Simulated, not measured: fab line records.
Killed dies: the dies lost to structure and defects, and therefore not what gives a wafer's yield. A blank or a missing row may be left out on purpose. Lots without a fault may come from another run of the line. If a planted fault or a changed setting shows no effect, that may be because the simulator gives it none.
Split-lot experiment :: flow rit cmos :: route with 202 steps; 5 lots, 23 wafers read

## ABOUT THE SPLIT
At RIT_NSD_IMPLANT_08, the setting energy kev was moved away from the recipe's 25 on 11 of the 23 wafers read, by -2.8% to +6.0%. All remaining wafers had this setting at the recipe value.

## FROM THE SPLIT TO THE READING: what the file shows between them, 4 steps
- RIT_PSD_IMPLANT_08 (also split here: energy kev)
- RIT_SDANNEAL_CLEAN_02: cleans in SC2, time 600 s (also split here: time s)
- RIT_SDANNEAL_RTA_03: time 5 s
- RIT_SDANNEAL_RS_MEAS_04: measures by four-point-probe

## THE READING
NSD_RS (ohm/sq), read at RIT_SDANNEAL_RS_MEAS_05 with a four-point probe. Fault-free wafers of this fab line usually give 84.74 ohm/sq, standard deviation 0.28 ohm/sq.

wafer: L076.1
tool, chamber at the split: implanter-01, 0
energy kev as run: 26.05
against the recipe: +4.2%
NSD_RS, ohm/sq: 84.72
against lot-mates on the recipe: -0.58

wafer: L076.3
tool, chamber at the split: implanter-01, 0
energy kev as run: 25
against the recipe: recipe
NSD_RS, ohm/sq: 85.31
against lot-mates on the recipe: -

wafer: L076.4
tool, chamber at the split: implanter-01, 0
energy kev as run: 25
against the recipe: recipe
NSD_RS, ohm/sq: 85.28
against lot-mates on the recipe: -

wafer: L076.5
tool, chamber at the split: implanter-01, 0
energy kev as run: 26.05
against the recipe: +4.2%
NSD_RS, ohm/sq: 84.67
against lot-mates on the recipe: -0.62

wafer: L076.6
tool, chamber at the split: implanter-01, 0
energy kev as run: 26.05
against the recipe: +4.2%
NSD_RS, ohm/sq: 84.77
against lot-mates on the recipe: -0.53

wafer: L077.1
tool, chamber at the split: implanter-03, 0
energy kev as run: 25
against the recipe: recipe
NSD_RS, ohm/sq: 84.97
against lot-mates on the recipe: -

wafer: L077.5
tool, chamber at the split: implanter-03, 0
energy kev as run: 25
against the recipe: recipe
NSD_RS, ohm/sq: 84.95
against lot-mates on the recipe: -

wafer: L077.6
tool, chamber at the split: implanter-03, 0
energy kev as run: 25
against the recipe: recipe
NSD_RS, ohm/sq: 85.17
against lot-mates on the recipe: -

wafer: L078.1
tool, chamber at the split: implanter-01, 0
energy kev as run: 25.88
against the recipe: +3.5%
NSD_RS, ohm/sq: 84.42
against lot-mates on the recipe: -0.52

wafer: L078.2
tool, chamber at the split: implanter-01, 0
energy kev as run: 25.88
against the recipe: +3.5%
NSD_RS, ohm/sq: 84.43
against lot-mates on the recipe: -0.51

wafer: L078.4
tool, chamber at the split: implanter-01, 0
energy kev as run: 25
against the recipe: recipe
NSD_RS, ohm/sq: 85.03
against lot-mates on the recipe: -

wafer: L078.5
tool, chamber at the split: implanter-01, 0
energy kev as run: 25
against the recipe: recipe
NSD_RS, ohm/sq: 85.02
against lot-mates on the recipe: -

wafer: L078.6
tool, chamber at the split: implanter-01, 0
energy kev as run: 25
against the recipe: recipe
NSD_RS, ohm/sq: 84.76
against lot-mates on the recipe: -

wafer: L081.1
tool, chamber at the split: implanter-04, 0
energy kev as run: 24.29
against the recipe: -2.8%
NSD_RS, ohm/sq: 85.11
against lot-mates on the recipe: +0.47

wafer: L081.2
tool, chamber at the split: implanter-04, 0
energy kev as run: 24.29
against the recipe: -2.8%
NSD_RS, ohm/sq: 85.09
against lot-mates on the recipe: +0.45

wafer: L081.4
tool, chamber at the split: implanter-04, 0
energy kev as run: 24.29
against the recipe: -2.8%
NSD_RS, ohm/sq: 85.25
against lot-mates on the recipe: +0.61

wafer: L081.5
tool, chamber at the split: implanter-04, 0
energy kev as run: 25
against the recipe: recipe
NSD_RS, ohm/sq: 84.73
against lot-mates on the recipe: -

wafer: L081.6
tool, chamber at the split: implanter-04, 0
energy kev as run: 25
against the recipe: recipe
NSD_RS, ohm/sq: 84.55
against lot-mates on the recipe: -

wafer: L085.2
tool, chamber at the split: implanter-03, 0
energy kev as run: 25
against the recipe: recipe
NSD_RS, ohm/sq: 84.92
against lot-mates on the recipe: -

wafer: L085.3
tool, chamber at the split: implanter-03, 0
energy kev as run: 25
against the recipe: recipe
NSD_RS, ohm/sq: 84.45
against lot-mates on the recipe: -

wafer: L085.4
tool, chamber at the split: implanter-03, 0
energy kev as run: 26.5
against the recipe: +6.0%
NSD_RS, ohm/sq: 83.92
against lot-mates on the recipe: -0.77

wafer: L085.5
tool, chamber at the split: implanter-03, 0
energy kev as run: 26.5
against the recipe: +6.0%
NSD_RS, ohm/sq: 83.66
against lot-mates on the recipe: -1.03

wafer: L085.6
tool, chamber at the split: implanter-03, 0
energy kev as run: 26.5
against the recipe: +6.0%
NSD_RS, ohm/sq: 83.96
against lot-mates on the recipe: -0.73

FIT RESULTS
A straight line over all 23 wafers: NSD_RS changes by -0.128 ohm/sq for each +1% of energy kev; r = -0.81; the points scatter about the line by 0.27 ohm/sq.
The same after taking each lot's own level away (the mean of its wafers on the recipe; 23 wafers): -0.148 ohm/sq for each +1%; r = -0.96; scatter 0.12 ohm/sq.
On that fit, the largest move of energy kev shifts the reading by 0.89 ohm/sq.
Across the lots, their own levels run from 84.640 to 85.295 ohm/sq, a range of 2.3 times the standard deviation given above.
So the lot-to-lot level changes the slope: the two fits differ.
Check: for one of the wafers moved furthest among these (+6.0%), held out of the fit, the line's prediction against its lot-mates is -0.882 ohm/sq. Against them it came out at -0.765 ohm/sq.

## ADDITIONAL SPLITS CARRIED BY THESE WAFERS
These wafers also went through other splits before the reading. Each is held against what the fit with the lots' levels taken away leaves over:
other split on the same wafers: RIT_PLDD_COAT_01 resist thk nm
wafers away from the commonest value: 10
r with NSD_RS (lot level and that fit taken away): -0.03

other split on the same wafers: RIT_PLDD_IMPLANT_08 energy kev
wafers away from the commonest value: 7
r with NSD_RS (lot level and that fit taken away): -0.11

other split on the same wafers: RIT_SPACER_ETCHBACK_05 time s
wafers away from the commonest value: 7
r with NSD_RS (lot level and that fit taken away): +0.02

other split on the same wafers: RIT_PSD_IMPLANT_08 energy kev
wafers away from the commonest value: 8
r with NSD_RS (lot level and that fit taken away): -0.21

other split on the same wafers: RIT_SDANNEAL_CLEAN_02 time s
wafers away from the commonest value: 15
r with NSD_RS (lot level and that fit taken away): -0.02

## THE WHOLE CHAIN: every reading that the file lists as answering this split, in the file's order
step: RIT_NSD_IMPLANT_08
what it does: 
reading: implant.rp nm (the simulator's own value, which no gauge read)
change (the file's fit): +0.223 nm for each +1% of the setting
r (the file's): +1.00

step: RIT_NSD_IMPLANT_08
what it does: 
reading: implant.drp nm (the simulator's own value, which no gauge read)
change (the file's fit): +0.0888 nm for each +1% of the setting
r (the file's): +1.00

step: RIT_SDANNEAL_RS_MEAS_05
what it does: measures by four-point-probe
reading: NSD_RS
change (the file's fit): -0.145 for each +1% of the setting
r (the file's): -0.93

## THE FILE'S OWN FIT
NSD_RS changes by -0.145 ohm/sq for each +1% of energy kev, r = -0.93.
